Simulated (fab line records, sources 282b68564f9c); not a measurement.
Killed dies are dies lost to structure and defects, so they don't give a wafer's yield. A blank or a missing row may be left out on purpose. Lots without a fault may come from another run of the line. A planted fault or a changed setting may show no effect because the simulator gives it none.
Split-lot experiment | flow rit_cmos | 4 lots, 21 wafers read, on a route of 202 steps

THE SPLIT
At RIT_PLDD_IMPLANT_08, the setting energy_kev was moved away from the recipe's 20 on 6 of the 21 wafers read, by +4.0% to +5.6%. The other wafers ran this setting at the recipe's value.

FROM THE SPLIT TO THE READING: what the file shows between them, 1 step
- RIT_PLDD_STRIP_09: strips in O2, time 180 s

THE READING
PLDD_TW, at RIT_PLDD_TW_MEAS_10. Fault-free wafers of this fab line usually give 2387, standard deviation 16.

wafer  | tool, chamber at the split | energy_kev as run | against the recipe | PLDD_TW | against lot-mates on the recipe
L078.2 | implanter-01, 0            | 20                | recipe             | 2387    | -
L078.5 | implanter-01, 0            | 20                | recipe             | 2388    | -
L078.6 | implanter-01, 0            | 20                | recipe             | 2398    | -
L080.1 | implanter-02, 0            | 20                | recipe             | 2394    | -
L080.2 | implanter-02, 0            | 20.8              | +4.0%              | 2416    | +21
L080.3 | implanter-02, 0            | 20.8              | +4.0%              | 2420    | +25
L080.4 | implanter-02, 0            | 20                | recipe             | 2397    | -
L080.5 | implanter-02, 0            | 20                | recipe             | 2394    | -
L080.6 | implanter-02, 0            | 20.8              | +4.0%              | 2416    | +21
L081.1 | implanter-03, 0            | 20                | recipe             | 2401    | -
L081.2 | implanter-03, 0            | 21.13             | +5.6%              | 2424    | +26
L081.3 | implanter-03, 0            | 20                | recipe             | 2401    | -
L081.4 | implanter-03, 0            | 20                | recipe             | 2391    | -
L081.5 | implanter-03, 0            | 21.13             | +5.6%              | 2450    | +52
L081.6 | implanter-03, 0            | 21.13             | +5.6%              | 2428    | +30
L085.1 | implanter-03, 0            | 20                | recipe             | 2389    | -
L085.2 | implanter-03, 0            | 20                | recipe             | 2400    | -
L085.3 | implanter-03, 0            | 20                | recipe             | 2400    | -
L085.4 | implanter-03, 0            | 20                | recipe             | 2393    | -
L085.5 | implanter-03, 0            | 20                | recipe             | 2400    | -
L085.6 | implanter-03, 0            | 20                | recipe             | 2381    | -

THE FIT
A straight line over all 21 wafers: PLDD_TW changes by +6.65 for each +1% of energy_kev; r = +0.91; the points scatter about the line by 7.2.
The same after taking each lot's own level away (the mean of its wafers on the recipe; 21 wafers): +6.17 for each +1%; r = +0.90; scatter 6.8.
On that fit, the largest move of energy_kev shifts the reading by 35.
The lots' own levels span 2391.0 to 2397.7, that is 0.4 times the standard deviation above.
So the lot-to-lot level changes the slope little: the two slopes agree.
Check: with one of the wafers moved furthest among these (+5.6%) left out of the fit, the line predicts +37.2 for it against its lot-mates. It came out at +26.3 against them.

OTHER SPLITS ON THESE WAFERS
These wafers also went through other splits before the reading. Each is held against what the fit with the lots' levels taken away leaves over:
other split on the same wafers    | wafers away from the commonest value | r with PLDD_TW (lot level and that fit taken away)
RIT_ACTIVE_EXPOSE_08 dose_mj      | 6                                    | -0.16
RIT_ACTIVE_ETCH_13 pressure_mtorr | 6                                    | +0.10
RIT_ACTIVE_ETCH_13 over_etch_frac | 3                                    | -0.06
RIT_NWELL_IMPLANT_08 dose_cm2     | 9                                    | +0.00
RIT_PRETRO_IMPLANT_08 energy_kev  | 6                                    | +0.45
RIT_GATE_CVD_08 temp_c            | 6                                    | +0.10
RIT_GATE_EXPOSE_13 dose_mj        | 6                                    | -0.22
RIT_GATE_ETCH_19 rf_w             | 6                                    | +0.07
RIT_PLDD_SOFTBAKE_02 temp_c       | 6                                    | -0.27

THE WHOLE CHAIN: every reading that the file lists as answering this split, in the file's order
step                | what it does | reading                                                         | change (the file's fit)               | r (the file's)
RIT_PLDD_IMPLANT_08 |              | implant.rp_nm (the simulator's own value, which no gauge read)  | +0.133 nm for each +1% of the setting | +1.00
RIT_PLDD_IMPLANT_08 |              | implant.drp_nm (the simulator's own value, which no gauge read) | +0.068 nm for each +1% of the setting | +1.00
RIT_PLDD_TW_MEAS_10 |              | PLDD_TW                                                         | +6.11 for each +1% of the setting     | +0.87

THE FILE'S OWN FIT
PLDD_TW changes by +6.11 for each +1% of energy_kev, r = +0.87.
